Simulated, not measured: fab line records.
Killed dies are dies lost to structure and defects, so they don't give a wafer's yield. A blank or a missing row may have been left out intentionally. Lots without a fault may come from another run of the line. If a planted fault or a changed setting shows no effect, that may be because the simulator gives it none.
What tool caused it? -- flow ritCmos -- 16 lots with 48 wafers sampled at 2 steps, on a route of 202 steps

== WHAT THE GAUGES READ, wafer by wafer ==
Not one reading of a measure or inspect step in the record can be checked against a usual standard deviation.

== EACH LOT AND THE TOOL THAT RAN IT (in order: tool; ch and the chambers of the sampled wafers; start) ==
lot,RIT_PRETRO_DEVELOP_05,RIT_M1_PROBE_99
L896,"lithoTrack-01 ch 0, day 2 08:00",-
L897,"lithoTrack-02 ch 0, day 2 12:00",-
L898,"lithoTrack-04 ch 0, day 2 17:00",-
L899,"lithoTrack-04 ch 0, day 2 21:00",-
L900,"lithoTrack-04 ch 0, day 3 03:00","prober-01, day 4 05:59"
L902,"lithoTrack-02 ch 0, day 3 12:00","prober-01, day 4 16:04"
L904,"lithoTrack-04 ch 0, day 3 22:00",-
L905,"lithoTrack-04 ch 0, day 4 05:00","prober-01, day 5 07:23"
L906,"lithoTrack-02 ch 0, day 4 08:00",-
L907,"lithoTrack-02 ch 0, day 4 14:00",-
L908,"lithoTrack-04 ch 0, day 4 19:00",-
L909,"lithoTrack-04 ch 0, day 4 23:00",-
L914,"lithoTrack-02 ch 0, day 6 00:00","prober-01, day 7 03:04"
L915,"lithoTrack-02 ch 0, day 6 05:00","prober-01, day 7 09:26"
L916,"lithoTrack-02 ch 0, day 6 11:00","prober-01, day 7 14:37"
L917,"lithoTrack-02 ch 0, day 6 15:00",-
- RIT_PRETRO_DEVELOP_05: develop time 68 s.
- RIT_M1_PROBE_99

== WHAT THE TOOLS THEMSELVES READ (means of the sampled wafers that have a number; where no wafer has one, the mark that the record gives instead) ==
RIT_PRETRO_DEVELOP_05. Usual: developerTempC 23.01 C, standard deviation 0.095.
lot,tool,developerTempC (C),flag
L896,lithoTrack-01,23.08,
L897,lithoTrack-02,22.94,
L898,lithoTrack-04,23.00,
L899,lithoTrack-04,23.01,
L900,lithoTrack-04,23.12,
L902,lithoTrack-02,22.93,
L904,lithoTrack-04,22.99,
L905,lithoTrack-04,23.05,
L906,lithoTrack-02,22.96,
L907,lithoTrack-02,22.96,
L908,lithoTrack-04,22.97,
L909,lithoTrack-04,22.99,
L914,lithoTrack-02,25.27,OFF
L915,lithoTrack-02,25.35,OFF
L916,lithoTrack-02,25.34,OFF
L917,lithoTrack-02,25.30,OFF

RIT_M1_PROBE_99. Usual: killed_at_M0_to_M3 0.0, standard deviation 0.083; killedAtContacts 0.1, standard deviation 0.31; killedAtFrontEnd 7, standard deviation 3.1; killedDies 7, standard deviation 3.1; killedOpen 3.3, standard deviation 1.9; killedShort 3.3, standard deviation 2.
lot,tool,killed_at_M0_to_M3,killedAtContacts,killedAtFrontEnd,killedDies,killedOpen,killedShort,flag
L900,prober-01,0.0,0.0,3,3,1.7,1.7,
L902,prober-01,0.0,0.0,7,7,3.0,4.0,
L905,prober-01,0.0,0.0,6,6,3.0,3.0,
L914,prober-01,0.0,0.3,7,7,4.7,2.3,
L915,prober-01,0.0,0.0,7,7,4.3,3.0,
L916,prober-01,0.0,0.0,7,7,3.7,3.0,

== THE ANSWER, worked out from the rows above alone ==
Rule: a lot counts as off when the mean over its wafers that have a number is more than 3 standard deviations away from the usual mean. A lot without any number at a reading at which 4 lots or more have one is off too. The other lots that the step has rows for count as sound. The gauges are gone through in route order, then the tools' own readings, and for those a lot's mean is taken as printed above. The first step at which some lot is off is used, and at that step the reading that is off furthest; a lot without a number counts as furthest.
Off: L914, L915, L916, L917 (RIT_PRETRO_DEVELOP_05, developerTempC).
If a tool, at that step or one of the process steps before it, ran each lot that is off and ran no sound lot following the first of them, it fits. One fits: lithoTrack-02 at RIT_PRETRO_DEVELOP_05. Its last sound lot is L907 (day 4 14:00), its first lot that is off L914 (day 6 00:00): a fault that began between those two fits.
On the lots that are off, the tool's own readings at RIT_PRETRO_DEVELOP_05 differ by more than 5 times the standard deviation of the sound lots' means, which bears it out; developerTempC reads 25.32 C there versus 23.00 C on the sound lots.

== WHAT THE SIMULATOR HAD INSERTED ==
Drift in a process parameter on lithoTrack-02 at RIT_PRETRO_DEVELOP_05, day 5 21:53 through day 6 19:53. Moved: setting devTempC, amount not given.
Lots struck among those shown: L914, L915, L916, L917. This agrees with what the rule above found.
